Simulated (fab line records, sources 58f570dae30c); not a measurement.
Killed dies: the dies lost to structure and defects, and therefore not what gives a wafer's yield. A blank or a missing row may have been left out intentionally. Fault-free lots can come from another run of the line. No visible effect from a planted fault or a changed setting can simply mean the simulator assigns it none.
Which tool is to blame?    flow berkeleyCmos170    39 wafers from 13 lots sampled at 5 of the route's 331 steps

== WHAT THE GAUGES SHOWED, per wafer ==
UCB170_NWELL_OVL_MEAS_12. Usual: NWELL_OVL typically reads 0 nm, with standard deviation 5.8.
lot   measured     on          NWELL_OVL (nm)  flag
L197  day 2 17:49  overlay-02  4 2 -8          
L198  day 2 17:51  overlay-01  5 7 6           
L200  day 3 05:29  overlay-02  -6 -15 -8       
L203  day 3 09:31  overlay-02  -7 -1 0         
L204  day 3 18:12  overlay-02  -4 -5 3         
L206  day 3 21:59  overlay-02  -4 -8 -2        
L214  day 5 18:07  overlay-01  3 -7 -2         
L213  day 5 18:22  overlay-02  3 -5 6          
L215  day 6 05:59  overlay-01  4 -3 7          
L216  day 6 09:25  overlay-02  -2 1 -1         
L217  day 6 09:43  overlay-02  -1 -11 -9       
L218  day 6 16:10  overlay-02  -3 1 -2         
L220  day 6 23:32  overlay-01  2 4 4           

UCB170_ACTIVE_THK_MEAS_03. Usual: ACTIVE_OXIDE_THK typically reads 26.3 nm, with standard deviation 0.43.
lot   measured     on            ACTIVE_OXIDE_THK (nm)  flag
L197  day 4 06:04  filmMetro-01  26.0 25.7 25.9         
L198  day 4 06:03  filmMetro-04  26.1 26.1 25.7         
L200  day 5 04:42  filmMetro-02  26.1 26.2 26.2         
L203  day 5 04:38  filmMetro-02  26.3 26.2 26.4         
L204  day 5 11:59  filmMetro-04  26.8 26.4 26.5         
L206  day 5 11:59  filmMetro-02  26.1 26.1 26.4         
L214  day 7 07:17  filmMetro-01  26.8 26.5 26.5         
L213  day 7 07:16  filmMetro-02  26.7 26.2 26.4         
L215  day 7 14:49  filmMetro-01  26.5 26.4 26.6         
L216  day 7 23:31  filmMetro-02  26.8 26.9 26.9         
L217  day 7 23:28  filmMetro-01  26.4 26.6 26.1         
L218  day 7 23:31  filmMetro-01  26.1 25.6 25.8         
L220  day 8 06:52  filmMetro-04  26.8 27.0 27.1         

UCB170_GATE_CD_MEAS_12 targets a cd of 350 nm. Usual: cdNm reads 350.4 nm (standard deviation 1.1).
lot   measured      on        cdNm (nm)          flag
L197  day 6 13:54   cdSem-02  352.6 352.0 351.7  
L198  day 6 14:22   cdSem-01  350.5 350.6 350.8  
L200  day 7 09:21   cdSem-01  350.3 351.8 350.6  
L203  day 7 09:01   cdSem-01  350.1 349.8 351.2  
L204  day 7 17:08   cdSem-01  350.1 350.7 350.3  
L206  day 7 16:51   cdSem-01  376.3 377.2 375.2  OFF
L214  day 9 07:53   cdSem-01  351.9 350.4 350.9  
L213  day 9 07:34   cdSem-02  351.5 349.6 352.3  
L215  day 9 23:13   cdSem-02  349.7 350.0 348.8  
L216  day 10 10:03  cdSem-01  349.1 349.4 351.0  
L217  day 10 09:58  cdSem-02  351.7 350.9 350.8  
L218  day 10 10:20  cdSem-02  349.8 348.9 348.4  
L220  day 10 19:00  cdSem-01  348.2 349.6 349.8  

UCB170_SILICIDE_THK_MEAS_03: measures by xrf. Usual: SILICIDE_TI_THK typically reads 30.2 nm, with standard deviation 0.35.
lot   measured      on            SILICIDE_TI_THK (nm)  flag
L197  day 7 09:39   filmMetro-04  30.8 30.3 30.3        
L198  day 7 09:53   filmMetro-02  30.8 31.3 31.1        
L200  day 7 23:58   filmMetro-04  30.2 30.4 30.0        
L203  day 7 22:49   filmMetro-03  30.6 30.4 30.1        
L204  day 8 06:57   filmMetro-03  30.1 29.7 30.3        
L206  day 8 06:29   filmMetro-02  30.3 30.4 30.3        
L214  day 9 23:42   filmMetro-03  29.7 29.7 29.8        
L213  day 9 23:18   filmMetro-03  30.0 30.4 29.9        
L215  day 10 15:05  filmMetro-02  30.1 30.1 30.2        
L216  day 11 00:32  filmMetro-02  30.0 30.2 29.9        
L217  day 11 01:27  filmMetro-02  30.6 30.4 30.6        
L218  day 11 00:59  filmMetro-03  30.0 30.2 30.0        
L220  day 11 09:50  filmMetro-03  30.3 30.1 30.4        

== WHAT TOOL EACH LOT RAN ON (gives the tool, then ch and the chambers of the sampled wafers, and finally the start) ==
lot   UCB170_GATE_EXPOSE_09
L197  krfScanner-02 ch 0, day 6 13:31
L198  krfScanner-02 ch 0, day 6 13:58
L200  krfScanner-02 ch 0, day 7 08:17
L203  krfScanner-01 ch 0, day 7 07:56
L204  krfScanner-02 ch 0, day 7 16:18
L206  krfScanner-02 ch 0, day 7 15:58
L214  krfScanner-01 ch 0, day 9 07:29
L213  krfScanner-02 ch 0, day 9 07:11
L215  krfScanner-02 ch 0, day 9 22:49
L216  krfScanner-01 ch 0, day 10 09:27
L217  krfScanner-02 ch 0, day 10 09:14
L218  krfScanner-02 ch 0, day 10 09:43
L220  krfScanner-01 ch 0, day 10 18:30
- UCB170_GATE_EXPOSE_09: exposes mask POLY, target cd 350 nm.

== AS READ BY THE TOOLS THEMSELVES (means over the sampled wafers that have a number; for cases with no such wafer, the mark the record gives instead) ==
UCB170_GATE_EXPOSE_09. Usual: stageVelMmS 500.00 mm/s, standard deviation 0.28.
lot   tool           stageVelMmS (mm/s)  flag
L197  krfScanner-02  500.04              
L198  krfScanner-02  500.06              
L200  krfScanner-02  499.86              
L203  krfScanner-01  499.60              
L204  krfScanner-02  499.72              
L206  krfScanner-02  499.91              
L214  krfScanner-01  500.40              
L213  krfScanner-02  499.73              
L215  krfScanner-02  499.64              
L216  krfScanner-01  500.08              
L217  krfScanner-02  500.01              
L218  krfScanner-02  499.95              
L220  krfScanner-01  500.12              

== THE ANSWER, worked out from the rows above alone ==
Rule: a lot is off if the mean of its wafers that have a number lies more than 3 standard deviations from the usual mean. A lot without any number at a reading at which 4 lots or more have one is off too. Where the step has rows for the other lots, those lots are counted as sound. After the gauges, taken in route order, come the tools' own readings; for these a lot's mean is taken, as printed above. At the first step where some lot is off, the reading lying furthest off is the one used; lots without a number count as furthest.
Off at UCB170_GATE_CD_MEAS_12 (cdNm): L206.
If a tool, at a process step before that reading, ran all the lots that are off and no sound lot after the first of them, it fits. The gauges at UCB170_GATE_CD_MEAS_12 are tried like those tools. No candidate that was tried fits.

== WHAT THE SIMULATOR HAD INSERTED ==
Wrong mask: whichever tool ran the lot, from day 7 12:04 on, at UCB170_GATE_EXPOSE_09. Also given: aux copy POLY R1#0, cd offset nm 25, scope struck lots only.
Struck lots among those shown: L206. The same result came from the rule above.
